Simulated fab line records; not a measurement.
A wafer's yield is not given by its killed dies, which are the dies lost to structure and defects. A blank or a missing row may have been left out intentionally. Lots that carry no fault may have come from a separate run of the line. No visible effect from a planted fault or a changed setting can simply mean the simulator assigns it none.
fab line records    flow ritCmos
record lots=6  wafers=18  lastDay=8
route steps=202 shown REOX@100 NLDD@103 M1@202
lots that met no fault: taken from a fault-free run of the same line
startH: hours from the record's first day to the start of the lot's first wafer shown    waitH: how many hours have passed since the lot's step before this one    " the same as in the row above    L1.1+2: one row covering several wafers at once    - no value, or no start was given    * or withheld: withheld    < > ~ a bound
route shown NAME@n: NAME is a module with steps in the file, n the number in the route of the first one    usual: mean and standard deviation over wafers with no fault    same: alike in all rows    chamber/n: place in a boat    sites: the reading at each site    _std_site: the standard deviation of these    _edge_site: inner sites' mean taken away from outer sites' mean    radiusMm: how far each site lies from the wafer's centre    mask NAME#n: copy n    behind: the tool/chamber that last shaped the wafer    hold: cause of the lot's hold/its duration in hours/its outcome    device: whichever transistor did not switch (one of n, p or np)    end of line: at the end of the route, the tests of the same wafers    where a step has no rows: the recipe by itself    killed: at the first sort, the dies lost to defects and structure; wafer yield is something else    map: dies across one wafer; x = killed, . = not, _ = none there
set.NAME: the run value of the setting; set.NAME@STEP: its run value at that earlier step    model.NAME: the simulator's own value behind a step, which no gauge read
lots at some steps of the route; a table a step, a row a wafer
services: a tool's chamber out of use, with start hour (startH, from the record's first day; less than 0 if before it), hours out, and reason
## steps
# step RIT_REOX_CLEAN_02
# recipe chemistry=SC2  mix=3:3:50  timeS=600  tempC=75  dry=n2Spin
# step RIT_REOX_OXIDATION_03
# recipe tempC=900  ambient=O2  targetThkA=252  oxTimeS=5580
# step RIT_REOX_THK_MEAS_04
# recipe reads=SiO2_of_REOX_OXIDATION_03
# usual REOX_OXIDE_THK=25.1/0.54
lot.wafer  tool          chamber  startH  waitH  REOX_OXIDE_THK[nm]
L500.1     filmMetro-04  -        62.91   0.0    25.3
L500.2     "             -        "       "      24.8
L500.3     "             -        "       "      24.7
L502.1     filmMetro-04  -        70.99   0.0    24.5
L502.3     "             -        "       "      24.6
L502.5     "             -        "       "      24.8
L513.1     filmMetro-02  -        135.42  0.0    25.3
L513.3     "             -        "       "      25.5
L513.4     "             -        "       "      24.7
L514.1     filmMetro-04  -        148.36  0.0    24.2
L514.4     "             -        "       "      24.7
L514.6     "             -        "       "      24.8
L517.2     filmMetro-04  -        163.73  0.0    25.4
L517.4     "             -        "       "      25.0
L517.6     "             -        "       "      25.3
L520.1     filmMetro-03  -        175.93  0.0    24.9
L520.2     "             -        "       "      25.3
L520.6     "             -        "       "      25.6
# step RIT_NLDD_HMDS_00
# recipe primeTimeS=60  primeTempC=140
# step RIT_NLDD_COAT_01
# recipe resist=NOVOLAK  spinRpm=3250  resistThkNm=1000
# step RIT_NLDD_SOFTBAKE_02
# recipe resist=NOVOLAK  tempC=90  timeS=60
# step RIT_NLDD_EXPOSE_03
# recipe maskId=M7  na=0.57  targetCdNm=40700  doseMj=250
# step RIT_NLDD_PEB_04
# recipe resist=NOVOLAK  tempC=withheld  timeS=withheld
# step RIT_NLDD_DEVELOP_05
# recipe resist=NOVOLAK  developTimeS=50  devTempC=23
# step RIT_NLDD_OVL_MEAS_06
# usual NLDD_OVL=1.0/1.1
lot.wafer  tool        chamber  startH  waitH  NLDD_OVL[nm]
L500.1     overlay-01  -        63.82   -      3.0
L500.2     "           -        "       "      1.6
L500.3     "           -        "       "      0.0
L502.1     overlay-01  -        71.90   -      0.7
L502.3     "           -        "       "      1.0
L502.5     "           -        "       "      1.4
L513.1     overlay-02  -        136.53  -      1.3
L513.3     "           -        "       "      -1.5
L513.4     "           -        "       "      1.2
L514.1     overlay-01  -        149.63  -      1.0
L514.4     "           -        "       "      2.6
L514.6     "           -        "       "      2.5
L517.2     overlay-02  -        164.78  -      0.9
L517.4     "           -        "       "      0.4
L517.6     "           -        "       "      0.7
L520.1     overlay-01  -        177.35  -      -0.2
L520.2     "           -        "       "      0.2
L520.6     "           -        "       "      1.1
# step RIT_NLDD_HARDBAKE_07
# recipe resist=NOVOLAK  tempC=140  timeS=60
# step RIT_NLDD_IMPLANT_08
# recipe species=P  energyKev=20  doseCm2=5e+14  tiltDeg=7
# step RIT_NLDD_STRIP_09
# recipe chemistry=O2  timeS=180  resist=NOVOLAK  platenTempC=withheld  powerW=500  pressureMtorr=4000  o2FlowSccm=4000
# usual chamberPressureMTorr=4000/3.6  drypumpMotorCurrentA=5.8/0.52
# same timeS=180
lot.wafer  tool            chamber  startH  waitH  chamberPressureMTorr  drypumpMotorCurrentA  rfHoursCounterH
L500.1     plasmaAsher-03  1        64.16   0.1    3996                  5.0                   27
L500.2     "               0        "       "      4002                  6.3                   27
L500.3     "               0        "       "      3995                  6.3                   -
L502.1     plasmaAsher-04  1        72.23   0.1    4002                  6.1                   42
L502.3     "               1        "       "      3997                  6.0                   -
L502.5     "               1        "       "      4001                  6.1                   -
L513.1     plasmaAsher-04  0        136.87  0.1    1997                  5.4                   48
L513.3     "               1        "       "      1996                  6.1                   -
L513.4     "               0        "       "      2001                  5.4                   -
L514.1     plasmaAsher-04  0        150.08  0.1    1997                  5.4                   49
L514.4     "               0        "       "      2006                  5.4                   -
L514.6     "               1        "       "      2001                  6.1                   -
L517.2     plasmaAsher-02  1        165.11  0.1    4002                  5.5                   52
L517.4     "               0        "       "      4001                  6.6                   -
L517.6     "               1        "       "      4007                  5.5                   -
L520.1     plasmaAsher-02  0        177.68  0.1    4003                  6.6                   53
L520.2     "               1        "       "      4002                  5.5                   53
L520.6     "               1        "       "      3995                  5.5                   -
# step RIT_NLDD_TW_MEAS_10
# usual NLDD_TW=2497/15
lot.wafer  tool          chamber  startH  waitH  NLDD_TW
L500.1     filmMetro-03  -        64.34   0.1    2490
L500.2     "             -        "       "      2493
L500.3     "             -        "       "      2495
L502.1     filmMetro-02  -        72.41   0.1    2499
L502.3     "             -        "       "      2498
L502.5     "             -        "       "      2501
L513.1     filmMetro-03  -        137.04  0.1    2524
L513.3     "             -        "       "      2515
L513.4     "             -        "       "      2515
L514.1     filmMetro-02  -        150.25  0.1    2497
L514.4     "             -        "       "      2491
L514.6     "             -        "       "      2510
L517.2     filmMetro-01  -        165.30  0.1    2482
L517.4     "             -        "       "      2492
L517.6     "             -        "       "      2488
L520.1     filmMetro-03  -        177.86  0.1    2494
L520.2     "             -        "       "      2500
L520.6     "             -        "       "      2507
# step RIT_M1_PROBE_99
# usual killedAtContacts=0.1/0.24  killedAtFrontEnd=7/3.1  killedDies=7/3.1  killedOpen=3.3/1.9  killedShort=3.9/2.1
# same grossDies=264  killed_at_M0_to_M3=0  killed_at_M4_up=0  killedAtBackSide=0  killedAtOther=0
lot.wafer  tool       chamber  startH  waitH  killedAtContacts  killedAtFrontEnd  killedDies  killedOpen  killedShort
L500.1     prober-02  -        79.32   0.1    0                 12                12          5           7
L500.2     prober-02  -        79.37   0.1    0                 4                 4           1           3
L500.3     prober-02  -        79.42   0.2    0                 10                10          8           2
L502.1     prober-02  -        88.57   0.1    0                 6                 6           1           5
L502.3     prober-02  -        88.67   0.2    0                 5                 5           2           3
L502.5     prober-02  -        88.77   0.2    0                 7                 7           3           4
L513.1     prober-01  -        152.20  0.1    0                 5                 5           1           4
L513.3     prober-01  -        152.30  0.2    0                 9                 9           4           5
L513.4     prober-01  -        152.35  0.2    0                 7                 7           2           5
L514.1     prober-01  -        166.80  0.1    0                 12                12          8           4
L514.4     prober-01  -        166.95  0.2    1                 4                 5           2           3
L514.6     prober-01  -        167.05  0.2    0                 8                 8           5           3
L517.2     prober-01  -        180.46  0.1    0                 6                 6           2           4
L517.4     prober-01  -        180.56  0.2    0                 12                12          4           8
L517.6     prober-01  -        180.66  0.2    0                 3                 3           1           2
L520.1     prober-01  -        195.80  0.1    1                 10                11          3           8
L520.2     prober-01  -        195.85  0.1    0                 8                 8           4           4
L520.6     prober-01  -        196.05  0.2    0                 13                13          7           6
# killed by level:class
L500.1 FOX1:geometricParticle:short=4 FOX1:geometricParticle:open=4 REOX:geometricParticle:short=2 REOX:geometricParticle:open=1 SILICIDE:geometricParticle:short=1
L500.2 FOX1:geometricParticle:short=2 FOX2:geometricParticle:open=1 REOX:geometricParticle:short=1
L500.3 GATE:geometricParticle:open=4 REOX:geometricParticle:short=2 FOX1:geometricParticle:open=1 FOX2:geometricParticle:open=1 REOX:geometricParticle:open=1 SILICIDE:geometricParticle:open=1
L502.1 REOX:geometricParticle:short=2 GATE:geometricParticle:short=1 SPACER:geometricParticle:short=1 SPACER:geometricParticle:open=1 SILICIDE:geometricParticle:short=1
L502.3 GATE:geometricParticle:short=2 FOX1:geometricParticle:open=1 REOX:geometricParticle:open=1 REOX:geometricParticle:short=1
L502.5 GATE:geometricParticle:open=2 FOX2:geometricParticle:short=1 GATE:geometricParticle:short=1 REOX:geometricParticle:short=1 SPACER:geometricParticle:open=1 SPACER:geometricParticle:short=1
L513.1 FOX1:geometricParticle:short=2 GATE:geometricParticle:short=1 GATE:geometricParticle:open=1 SILICIDE:geometricParticle:short=1
L513.3 REOX:geometricParticle:open=2 FOX1:geometricParticle:open=1 FOX1:geometricParticle:short=1 GATE:geometricParticle:short=1 GATE:geometricParticle:open=1 REOX:geometricParticle:short=1 SPACER:geometricParticle:short=1 SILICIDE:geometricParticle:short=1
L513.4 FOX1:geometricParticle:short=3 GATE:geometricParticle:short=2 REOX:geometricParticle:open=1 SPACER:geometricParticle:open=1
L514.1 GATE:geometricParticle:open=4 REOX:geometricParticle:short=3 REOX:geometricParticle:open=2 ACTIVE:geometricParticle:short=1 FOX1:geometricParticle:open=1 SILICIDE:geometricParticle:open=1
L514.4 SILICIDE:geometricParticle:short=2 FOX1:geometricParticle:open=1 SPACER:geometricParticle:short=1 CONTACT:geometricParticle:open=1
L514.6 FOX1:geometricParticle:short=2 REOX:geometricParticle:open=2 FOX1:geometricParticle:open=1 GATE:geometricParticle:open=1 SPACER:geometricParticle:open=1 SPACER:geometricParticle:short=1
L517.2 SPACER:geometricParticle:short=3 FOX1:geometricParticle:short=1 GATE:geometricParticle:open=1 SPACER:geometricParticle:open=1
L517.4 GATE:geometricParticle:open=3 GATE:geometricParticle:short=3 SPACER:geometricParticle:short=3 FOX1:geometricParticle:open=1 REOX:geometricParticle:short=1 SILICIDE:geometricParticle:short=1
L517.6 GATE:geometricParticle:short=1 SILICIDE:geometricParticle:short=1 SILICIDE:geometricParticle:open=1
L520.1 GATE:geometricParticle:short=5 GATE:geometricParticle:open=2 FOX2:geometricParticle:short=1 SPACER:geometricParticle:short=1 SILICIDE:geometricParticle:short=1 CONTACT:geometricParticle:open=1
L520.2 GATE:geometricParticle:open=3 GATE:geometricParticle:short=2 FOX1:geometricParticle:short=1 SPACER:geometricParticle:open=1 SPACER:geometricParticle:short=1
L520.6 GATE:geometricParticle:open=7 FOX1:geometricParticle:short=3 GATE:geometricParticle:short=2 FOX2:geometricParticle:short=1
## services
tool            chamber  startH  hours  kind
plasmaAsher-02  -        44.58   1.2    repair
plasmaAsher-04  -        47.58   3.2    repair
plasmaAsher-02  -        92.16   14.6   pm
plasmaAsher-03  -        112.93  2.7    repair
plasmaAsher-04  -        116.94  2.9    repair
plasmaAsher-04  -        167.00  0.6    repair
plasmaAsher-02  -        168.22  6.6    repair
## key
firstSign step=RIT_NLDD_STRIP_09  reading=chamberPressureMTorr  direction=down  sigmas=99+  usual=4000  struck=2000
effect none on later readings
metAt RIT_NLDD_STRIP_09
struckWafers L513.1,L513.3,L513.4,L514.1,L514.4,L514.6
testerLeftOut L513,L514
onsetBetween 72.23 136.87
fault kind=processParameterDrift  tool=plasmaAsher-04  chamber=-  onsetH=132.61  steps=RIT_NLDD_STRIP_09  channel=pressureMtorr  offset=-2000  shape=step  endH=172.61  actsIn=theseRecipesOnly  stated=4000
# testerLeftOut: of these lots the tester's yield and bins aren't shown, on N5 and GAA mostly nor the transistor test; their killed dies are dies lost to structure and defects alone, not to doping, threshold or leakage, so they don't give the yield
